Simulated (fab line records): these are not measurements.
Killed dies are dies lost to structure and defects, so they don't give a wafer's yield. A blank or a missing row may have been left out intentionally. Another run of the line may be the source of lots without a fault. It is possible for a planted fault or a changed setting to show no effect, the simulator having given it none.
Check of tool commonality	flow berkeley-cmos170	Sample size 14 lots and 48 wafers

WHAT PROMPTED THE OPENING
Of 14 lots, 2 have the reading GATE_POLY_THK flagged at UCB170_GATE_THK_MEAS_05. Fault-free wafers read 213.3 nm, with a standard deviation of 2.
Rule: a lot is flagged when every wafer of it that has a number lies more than 4 standard deviations from that mean, or none has a number. The other lots count as sound.

lot	measured	on	GATE_POLY_THK (nm), wafer by wafer	flag
L534	day 5 13:26	film-metro-01	212.9 212.3 212.6	
L535	day 5 23:59	film-metro-02	217.3 217.3 216.5	
L537	day 6 14:15	film-metro-01	215.0 214.5 215.7	
L539	day 6 22:14	film-metro-02	211.4 212.8 210.5	
L540	day 6 22:14	film-metro-04	216.5 213.5 211.6	
L542	day 6 22:16	film-metro-01	211.5 211.4 210.8	
L543	day 7 14:46	film-metro-01	215.1 213.6 215.2	
L546	day 8 06:30	film-metro-02	249.0 250.2 250.2 249.4 250.4 250.2	FLAGGED
L545	day 8 06:31	film-metro-01	252.3 251.3 251.4 252.3 251.1 251.5	FLAGGED
L547	day 8 17:07	film-metro-02	211.7 213.4 214.3	
L550	day 9 15:35	film-metro-02	212.8 212.5 212.8	
L552	day 9 19:32	film-metro-02	212.9 214.9 214.9	
L553	day 9 19:37	film-metro-02	215.0 215.4 215.1	
L555	day 10 04:56	film-metro-02	214.1 213.6 213.7	
The numbers of the flagged lots are 250.8 nm on average: +37.5 nm against the usual, or +19 standard deviations.

LOT BY LOT: THE TOOL USED
The record keeps 1 process step preceding the reading, out of 331 steps on the route. Each cell gives the tool, then ch followed by the chambers the sampled wafers passed through, then the start.
lot	flag	UCB170_GATE_CVD_04
L534		lpcvd-02 ch 1, day 5 12:02
L535		lpcvd-01 ch 1, day 5 22:34
L537		lpcvd-01 ch 1, day 6 12:51
L539		lpcvd-02 ch 0, day 6 20:50
L540		lpcvd-02 ch 1, day 6 20:50
L542		lpcvd-02 ch 1, day 6 20:50
L543		lpcvd-01 ch 1, day 7 13:22
L546	FLAGGED	lpcvd-02 ch 0, day 8 05:06
L545	FLAGGED	lpcvd-02 ch 1, day 8 05:06
L547		lpcvd-01 ch 1, day 8 15:43
L550		lpcvd-01 ch 0, day 9 14:10
L552		lpcvd-01 ch 1, day 9 18:08
L553		lpcvd-01 ch 0, day 9 18:08
L555		lpcvd-01 ch 0, day 10 03:31
What is done by these steps:
- UCB170_GATE_CVD_04: deposits poly-Si from SiH4, time 1440 s, target thk 214 nm.
- UCB170_GATE_THK_MEAS_05

FLAGGED OVER TOTAL, TOOL BY TOOL (the gauges that took the reading come last)
step	tool	lots run	flagged	share of the flagged lots	sound lots run after its first flagged lot
UCB170_GATE_CVD_04	lpcvd-01	8	0	none	-
UCB170_GATE_CVD_04	lpcvd-02	6	2	all	0
UCB170_GATE_THK_MEAS_05	film-metro-01	5	1	some	0
UCB170_GATE_THK_MEAS_05	film-metro-02	8	1	some	5 (L547,L550,L552,L553,L555)
UCB170_GATE_THK_MEAS_05	film-metro-04	1	0	none	-

WHAT THE TABLE PERMITS
1 row of the table ran every flagged lot: lpcvd-02 at UCB170_GATE_CVD_04.
- lpcvd-02 at UCB170_GATE_CVD_04: 2 of its 6 lots flagged. A fault beginning between L539 (day 6 20:50), its last sound lot, and L545 (day 8 05:06), its first flagged one, fits the data. Its own readings lie more than 4 standard deviations out on every wafer of the flagged lots: spike-tc-centre-C, susceptor-temp-C.
Left over: one tool, lpcvd-02 at UCB170_GATE_CVD_04.

WHAT THE SIMULATOR HAD PUT IN
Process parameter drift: lpcvd-02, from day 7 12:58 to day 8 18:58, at UCB170_GATE_CVD_04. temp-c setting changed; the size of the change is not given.
Shown lots that were struck: L546, L545. Same finding as the rule above.
